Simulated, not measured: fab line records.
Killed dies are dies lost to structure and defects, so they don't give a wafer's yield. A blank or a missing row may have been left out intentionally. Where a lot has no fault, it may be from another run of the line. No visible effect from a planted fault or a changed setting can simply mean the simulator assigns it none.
A struck lot beside a sound one || flow berkeley cmos170 || 15 steps out of a route of 331
Sound: these wafers, L281.2, L281.4, L281.5. The struck wafers were L272.3, L272.4, L272.5. The cause comes at the end.
For every step that has rows: the tool of each side, followed by ch and its chambers, followed by its first start. Under that, the readings that differ: sound wafers || struck wafers || difference of the means || sigmas: that difference in standard deviations of wafers without a fault.
alike: words and numbers the same on both sides, and readings whose means are apart by under 2 such deviations; not compared: readings that were withheld, readings missing a value for some wafer, numbers with overlapping values and no deviation given by the record, and bounds like >300 which may hide the same value.
A row with sigmas, a row that says differs or no value, or rows on one side alone: a step with any of these is where the two part. Numbers that have no deviation but don't overlap get no sigmas and don't part them. A reading that every wafer of one side lacks parts them only if that side has two wafers or more.

UCB170_V2_CMP_02: polishes SiO2.
  sound on cmp-02 ch 1,3, day 11 06:25; struck on cmp-01 ch 0,3, day 9 09:46
  alike: motor current A, platen rpm, slurry flow ml min
UCB170_V2_BOW_MEAS_03:
  sound on film metro-01 at day 11 06:41; struck on film metro-01 at day 9 10:06
  alike: V2_BOW
UCB170_V2_THK_MEAS_04:
  sound on film metro-01 at day 11 06:47; struck on film metro-01 at day 9 10:12
  alike: V2_POLISHED_THK
then, 7 steps without rows for these wafers: UCB170_V2_CLEAN_05 (cleans in DIW); UCB170_V2_HMDS_06 (prime time 60 s); UCB170_V2_COAT_07 (resist thk 900 nm); UCB170_V2_SOFTBAKE_08 (time 60 s); UCB170_V2_EXPOSE_09 (exposes mask VIA2, target cd 700 nm); UCB170_V2_PEB_10; UCB170_V2_DEVELOP_11 (develop time 45 s).
UCB170_V2_CD_MEAS_12: target cd 700 nm.
  sound on cd sem-02 at day 11 08:00; struck on cd sem-02 at day 9 11:17
  alike: cd nm
UCB170_V2_OVL_MEAS_13:
  sound on overlay-01 at day 11 08:07; struck on overlay-02 at day 9 11:23
  alike: V2_OVL
UCB170_V2_ETCH_14: etches SiO2 in CHF3/CF4/Ar, stops on Al, target depth 1250 nm, time 291 s.
  sound on rie diel-02 ch 1,2,3, day 11 08:08; struck on rie diel-01 ch 0,2, day 9 11:25
{"reading": "oes product au (a.u.)", "sound": "0.875 0.875 0.884", "struck": "0.986 0.994 1.006", "difference": "+0.117", "sigmas": "+13"}
{"reading": "run length s (s)", "sound": "318.8 319.4 318.4", "struck": "266.1 266.6 266.3", "difference": -52.5, "sigmas": -97}
{"reading": "model.KrF_of_V2_COAT_07.thk nm (nm)", "sound": "616.7 614.2 604.1", "struck": "663.4 663.9 664.1", "difference": "+52.1", "sigmas": ""}
  alike: chamber pressure mTorr, drypump motor current A, throttle valve pct
  not compared: rf hours counter h
UCB170_V2_STRIP_15: strips in O2.
  sound on plasma asher-01 ch 0,1, day 11 08:19; struck on plasma asher-03 ch 0,1, day 9 11:37
{"reading": "strip time to endpoint s (s)", "sound": "15.48 15.40 15.16", "struck": "16.52 16.51 16.54", "difference": "+1.18", "sigmas": "+10"}
  alike: chamber pressure mTorr, drypump motor current A, oes product au
  not compared: rf hours counter h
UCB170_V2_CD_MEAS_90: target cd 700 nm.
  sound on cd sem-01 at day 11 08:26; struck on cd sem-01 at day 9 11:44
{"reading": "cd nm (nm)", "sound": "699.6 700.2 701.3", "struck": "696.1 695.0 695.4", "difference": -4.9, "sigmas": -3}

## WHERE THEY PART
Earliest at UCB170_V2_ETCH_14; latest, in this record, at UCB170_V2_CD_MEAS_90.

WHY: whatever the simulator had introduced
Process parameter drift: rie diel-01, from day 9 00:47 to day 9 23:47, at UCB170_V2_ETCH_14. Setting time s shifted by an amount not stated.
